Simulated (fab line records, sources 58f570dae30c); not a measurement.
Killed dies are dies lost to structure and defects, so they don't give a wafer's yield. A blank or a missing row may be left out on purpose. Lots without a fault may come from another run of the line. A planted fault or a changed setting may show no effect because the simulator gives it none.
A struck lot beside a sound one | flow berkeley_cmos170 | 45 steps out of a route of 331
Sound: wafers L398.1, L398.3, L398.6. Struck: wafers L420.1, L420.4, L420.6. The cause comes at the end.
At each step with rows: each side's tool, then ch and its chambers, then its first start. Under that, the readings that differ: sound wafers | struck wafers | difference of the means | sigmas: that difference in standard deviations of wafers without a fault.
alike: readings whose means differ by less than 2 such deviations, and words and numbers that are the same on both sides. not compared: withheld readings, readings that some wafer has no value for, bounds like >300 that may hide the same value, and numbers for which the record gives no deviation and whose values overlap.
The two part at a step that has a row with sigmas, a row that says differs or no value, or rows on one side only. Numbers that don't overlap but have no deviation are shown without sigmas and don't part them. A reading that every wafer of one side lacks parts them only if that side has two wafers or more.

first, 3 steps without rows for these wafers: UCB170_NLDD_EXPOSE_03 (exposes mask NSELECT, target cd 1200 nm); UCB170_NLDD_PEB_04; UCB170_NLDD_DEVELOP_05 (develop time 45 s).
UCB170_NLDD_CD_MEAS_06: target cd 1200 nm.
  sound on cd_sem-02, day 7 06:33; struck on cd_sem-02, day 12 17:38
  alike: cd_nm
UCB170_NLDD_OVL_MEAS_07:
  sound on overlay-01, day 7 06:40; struck on overlay-01, day 12 17:45
  alike: NLDD_OVL
then, 2 steps without rows for these wafers: UCB170_NLDD_IMPLANT_08; UCB170_NLDD_IMPLANT_09.
UCB170_NLDD_STRIP_10: strips in O2.
  sound on plasma_asher-03 ch 0,1, day 7 07:00; struck on plasma_asher-03 ch 1, day 12 18:05
  alike: chamber_pressure_mTorr, drypump_motor_current_A, oes_product_au, strip_time_to_endpoint_s
  not compared: rf_hours_counter_h
UCB170_NLDD_TW_MEAS_11:
  sound on film_metro-02, day 7 07:06; struck on film_metro-01, day 12 18:11
  alike: NLDD_TW
then, 1 step without rows for these wafers: UCB170_NLDD_CLEAN_12 (cleans in SPM, time 600 s).
UCB170_SPACER_CVD_00: deposits SiO2 from TEOS/O2, target thk 376 nm, time 47 s.
  sound on pecvd-02 ch 0,1,2, day 7 07:31; struck on pecvd-03 ch 0, day 12 18:25
  alike: heater_power_w
  not compared: since_wet_clean_h
UCB170_SPACER_THK_MEAS_01:
  sound on film_metro-03, day 7 07:34; struck on film_metro-01, day 12 18:29
  alike: SPACER_TEOS_THK
UCB170_SPACER_ANNEAL_02: time 1800 s.
  sound on furnace-04 ch 0, day 7 16:15; struck on furnace-02 ch 0, day 13 00:00
UCB170_SPACER_ETCHBACK_03: etches SiO2 in CHF3/CF4/Ar, stops on Si, target depth 376 nm, time 100 s.
  sound on rie_diel-01 ch 1,3, day 7 17:45; struck on rie_diel-02 ch 1,2,3, day 13 01:30
  alike: chamber_pressure_mTorr, drypump_motor_current_A, oes_product_au, throttle_valve_pct
  not compared: rf_hours_counter_h
then, 6 steps without rows for these wafers: UCB170_PSD_HMDS_00 (prime time 60 s); UCB170_PSD_COAT_01 (resist thk 900 nm); UCB170_PSD_SOFTBAKE_02 (time 60 s); UCB170_PSD_EXPOSE_03 (exposes mask PSELECT MOD, target cd 1200 nm); UCB170_PSD_PEB_04; UCB170_PSD_DEVELOP_05 (develop time 45 s).
UCB170_PSD_CD_MEAS_06: target cd 1200 nm.
  sound on cd_sem-01, day 7 19:07; struck on cd_sem-01, day 13 02:44
  alike: cd_nm
UCB170_PSD_OVL_MEAS_07:
  sound on overlay-01, day 7 19:14; struck on overlay-02, day 13 02:52
  alike: PSD_OVL
then, 1 step without rows for these wafers: UCB170_PSD_IMPLANT_08.
UCB170_PSD_STRIP_09: strips in O2.
  sound on plasma_asher-02 ch 0,1, day 7 19:25; struck on plasma_asher-04 ch 0,1, day 13 03:03
  alike: chamber_pressure_mTorr, drypump_motor_current_A, oes_product_au, strip_time_to_endpoint_s
  not compared: rf_hours_counter_h
UCB170_PSD_TW_MEAS_10:
  sound on film_metro-01, day 7 19:31; struck on film_metro-02, day 13 03:09
  alike: PSD_TW
then, 7 steps without rows for these wafers: UCB170_PSD_CLEAN_11 (cleans in SPM, time 600 s); UCB170_NSD_HMDS_00 (prime time 60 s); UCB170_NSD_COAT_01 (resist thk 900 nm); UCB170_NSD_SOFTBAKE_02 (time 60 s); UCB170_NSD_EXPOSE_03 (exposes mask NSELECT MOD, target cd 1200 nm); UCB170_NSD_PEB_04; UCB170_NSD_DEVELOP_05 (develop time 45 s).
UCB170_NSD_CD_MEAS_06: target cd 1200 nm.
  sound on cd_sem-02, day 7 22:46; struck on cd_sem-01, day 13 05:21
  alike: cd_nm
UCB170_NSD_OVL_MEAS_07:
  sound on overlay-02, day 7 22:53; struck on overlay-01, day 13 05:28
  alike: NSD_OVL
then, 2 steps without rows for these wafers: UCB170_NSD_IMPLANT_08; UCB170_NSD_STRIP_09 (strips in O2).
UCB170_NSD_TW_MEAS_10:
  sound on film_metro-01, day 7 23:10; struck on film_metro-02, day 13 05:46
  alike: NSD_TW
then, 4 steps without rows for these wafers: UCB170_NSD_CLEAN_11 (cleans in SPM, time 600 s); UCB170_BACKSIDE_HMDS_00 (prime time 60 s); UCB170_BACKSIDE_COAT_01 (resist thk 900 nm); UCB170_BACKSIDE_SOFTBAKE_02 (time 60 s).
UCB170_BACKSIDE_STRIP_03: strips in O2.
  sound on plasma_asher-02 ch 0,1, day 8 00:02; struck on plasma_asher-02 ch 0,1, day 13 06:28
  alike: chamber_pressure_mTorr, drypump_motor_current_A, oes_product_au, strip_time_to_endpoint_s
  not compared: rf_hours_counter_h
UCB170_SDANNEAL_RS_MEAS_04: measures by four-point-probe.
  sound on film_metro-04, day 8 00:51; struck on film_metro-02, day 13 07:25
  reading          | sound                | struck               | difference | sigmas
  PLDD_RS (ohm/sq) | 1035.9 1035.1 1033.2 | 1069.5 1068.3 1072.0 | +35.2      | +12
  not compared: hold
UCB170_SDANNEAL_RS_MEAS_05: measures by four-point-probe.
  sound on film_metro-04, day 8 00:58; struck on film_metro-02, day 13 14:00
  reading          | sound             | struck                                                                     | difference                   | sigmas
  hold             | - - -             | await_dispo/6.3h/release await_dispo/6.3h/release await_dispo/6.3h/release | no value on the sound wafers |
  NLDD_RS (ohm/sq) | 617.7 615.9 615.7 | 619.7 619.3 619.1                                                          | +2.9                         | +2
UCB170_M3_PROBE_99:
  the record has rows for the struck wafers here (prober-02, day 14 12:22) and none for the sound ones

WHERE THEY PART
First at UCB170_SDANNEAL_RS_MEAS_04; last, within this record, at UCB170_M3_PROBE_99.

WHY: what the simulator had put in
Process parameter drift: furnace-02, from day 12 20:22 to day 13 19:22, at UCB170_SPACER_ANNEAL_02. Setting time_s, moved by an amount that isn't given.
